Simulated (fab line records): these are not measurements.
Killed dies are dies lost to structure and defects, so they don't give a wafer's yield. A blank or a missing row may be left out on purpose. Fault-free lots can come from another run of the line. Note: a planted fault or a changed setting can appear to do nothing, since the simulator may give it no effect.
Which tool was responsible?	flow berkeleyCmos170	Sampling: 6 lots, 18 wafers, 2 of 331 route steps

## WHAT EACH GAUGE READ, for each wafer
UCB170_GATE_CD_MEAS_12: target cd 350 nm.
lot	measured	on	cdNm (nm)
L101	day 7 12:18	cdSem-01	352.4 352.6 352.3
L108	day 8 15:34	cdSem-02	373.2 375.6 375.6
L110	day 9 06:41	cdSem-02	350.5 349.2 349.7
L116	day 10 05:56	cdSem-02	350.3 350.8 349.0
L120	day 11 01:10	cdSem-01	350.9 348.7 349.1
L122	day 11 16:43	cdSem-02	350.1 350.8 351.1

## WHAT TOOL EACH LOT RAN ON (gives the tool, then ch and the chambers of the sampled wafers, and finally the start)
lot	UCB170_GATE_EXPOSE_09
L101	krfScanner-01 ch 0, day 7 11:22
L108	krfScanner-01 ch 0, day 8 14:50
L110	krfScanner-01 ch 0, day 9 06:18
L116	krfScanner-01 ch 0, day 10 05:23
L120	krfScanner-01 ch 0, day 11 00:44
L122	krfScanner-02 ch 0, day 11 16:19
- UCB170_GATE_EXPOSE_09: exposes mask POLY, target cd 350 nm.

## THE ANSWER, worked out from the rows above alone
Rule: the usual values come from the lots themselves. Put in order of their means at a reading, lots are off if they are a third of the lots or fewer, leave a main group of 4 or more, and stand apart from it by a gap of 3 or more times the standard deviation of the main group's means; of several such gaps the widest counts. The tables above print the reading to a certain number of digits; a main group whose means all agree to those digits is not used. Also off: a lot with no number at a reading for which 4 or more lots have one. Any other lot the step has rows for is counted as sound.
Off, at UCB170_GATE_CD_MEAS_12 on cdNm: L108. Main group: mean 350.5 nm, sd 1.
A tool fits if, at a process step before that reading, it ran every lot that is off, and no sound lot after the first of them. Those tools and the gauges at UCB170_GATE_CD_MEAS_12 are tried in the same way. Not one of the candidates tried fits.

## WHAT THE SIMULATOR PUT IN
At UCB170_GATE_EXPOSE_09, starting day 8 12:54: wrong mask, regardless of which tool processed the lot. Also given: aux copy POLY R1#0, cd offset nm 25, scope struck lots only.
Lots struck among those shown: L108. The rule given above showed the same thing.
